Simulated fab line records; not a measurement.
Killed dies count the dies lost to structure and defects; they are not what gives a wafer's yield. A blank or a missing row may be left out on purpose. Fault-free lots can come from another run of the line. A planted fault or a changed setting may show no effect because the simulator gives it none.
Which tool was responsible? -- flow rit cmos -- 15 lots, 45 wafers sampled, at 2 steps of a route of 202

WHAT EACH GAUGE READ, for each wafer
RIT_SDANNEAL_RS_MEAS_06: measurement is done with a four-point probe. Usual: PLDD_RS 178.9 ohm/sq, standard deviation 0.47.
lot,measured,on,PLDD_RS (ohm/sq),flag
L169,day 3 03:07,film metro-02,178.5 179.2 178.9,
L170,day 3 08:08,film metro-02,179.4 179.0 178.8,
L171,day 3 14:44,film metro-02,179.3 179.1 179.6,
L172,day 3 18:25,film metro-04,179.0 179.1 179.5,
L173,day 3 23:15,film metro-04,178.6 178.6 178.5,
L174,day 4 03:13,film metro-03,178.6 178.8 178.2,
L176,day 4 13:55,film metro-04,179.8 179.7 180.3,
L177,day 4 18:32,film metro-04,- - -,OFF
L178,day 4 23:58,film metro-04,179.5 179.6 179.8,
L180,day 5 09:45,film metro-04,- - -,OFF
L181,day 5 13:00,film metro-04,- - -,OFF
L184,day 6 04:11,film metro-02,178.9 178.1 178.3,
L187,day 6 19:43,film metro-04,178.9 178.7 179.1,
L188,day 7 00:03,film metro-04,178.9 178.1 178.5,
L189,day 7 05:28,film metro-03,179.1 178.9 178.6,

WHAT TOOL EACH LOT RAN ON (gives the tool, then ch and the chambers of the sampled wafers, and finally the start)
lot,RIT_PLDD_IMPLANT_08
L169,"implanter-04 ch 0, day 2 20:18"
L170,"implanter-04 ch 0, day 3 01:40"
L171,"implanter-03 ch 0, day 3 08:01"
L172,"implanter-01 ch 0, day 3 10:44"
L173,"implanter-04 ch 0, day 3 16:31"
L174,"implanter-03 ch 0, day 3 20:43"
L176,"implanter-04 ch 0, day 4 07:25"
L177,"implanter-04 ch 0, day 4 11:53"
L178,"implanter-03 ch 0, day 4 17:19"
L180,"implanter-04 ch 0, day 5 03:07"
L181,"implanter-04 ch 0, day 5 06:20"
L184,"implanter-03 ch 0, day 5 21:25"
L187,"implanter-03 ch 0, day 6 12:48"
L188,"implanter-03 ch 0, day 6 17:22"
L189,"implanter-01 ch 0, day 6 22:55"
- RIT_PLDD_IMPLANT_08

WHAT THE TOOLS THEMSELVES READ (means of the sampled wafers that have a number; where no wafer has one, the mark that the record gives instead)
RIT_PLDD_IMPLANT_08. Usual: end station pressure torr 7.3e-06 Torr, standard deviation 4.2e-07; tilt deg 6.998 degrees, standard deviation 0.018.
lot,tool,end station pressure torr (Torr),tilt deg (degrees),flag
L169,implanter-04,7.5e-06,7.001,
L170,implanter-04,7.6e-06,6.980,
L171,implanter-03,7.6e-06,7.016,
L172,implanter-01,7.4e-06,6.984,
L173,implanter-04,7.1e-06,6.996,
L174,implanter-03,7.3e-06,6.992,
L176,implanter-04,7.7e-06,7.003,
L177,implanter-04,7.2e-06,7.757,OFF
L178,implanter-03,7.2e-06,6.977,
L180,implanter-04,7.4e-06,7.777,OFF
L181,implanter-04,7.4e-06,7.774,OFF
L184,implanter-03,7.5e-06,7.006,
L187,implanter-03,7.5e-06,7.006,
L188,implanter-03,7.6e-06,7.006,
L189,implanter-01,7.3e-06,6.990,

THE ANSWER, worked out from the rows above alone
Rule: a lot counts as off when the mean over its wafers that have a number is more than 3 standard deviations away from the usual mean. A lot without any number at a reading at which 4 lots or more have one is off too. Any other lot the step has rows for is counted as sound. Order of review: gauges by route order, followed by the tools' own readings, for which a lot's mean as printed above is used. At the first step where some lot is off, the reading lying furthest off is the one used; lots without a number count as furthest.
Off: at RIT_SDANNEAL_RS_MEAS_06 (PLDD_RS), L177, L180, L181. Without a number there: L177, L180, L181.
A tool fits if, at a process step before that reading, it ran every lot that is off, and no sound lot after the first of them. Not tried: the gauges at RIT_SDANNEAL_RS_MEAS_06; whatever is off there is also off at RIT_PLDD_IMPLANT_08, on other tools, and gauge error can't account for it. One fits: implanter-04 at RIT_PLDD_IMPLANT_08. A fault onset in the window from L176 (day 4 07:25, its last sound lot) to L177 (day 4 11:53, its first lot off) fits.
The tool's own readings at RIT_PLDD_IMPLANT_08 bear it out: on the lots that are off they differ by more than 5 times the standard deviation of the sound lots' means. tilt deg reads 7.769 degrees there against 6.996 degrees on the sound lots.

WHAT THE SIMULATOR HAD PUT IN
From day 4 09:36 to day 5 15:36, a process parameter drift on implanter-04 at RIT_PLDD_IMPLANT_08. Setting tilt deg shifted by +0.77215 from 7. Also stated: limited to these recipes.
Struck lots among those shown: L177, L180, L181. This agrees with what the rule above found.
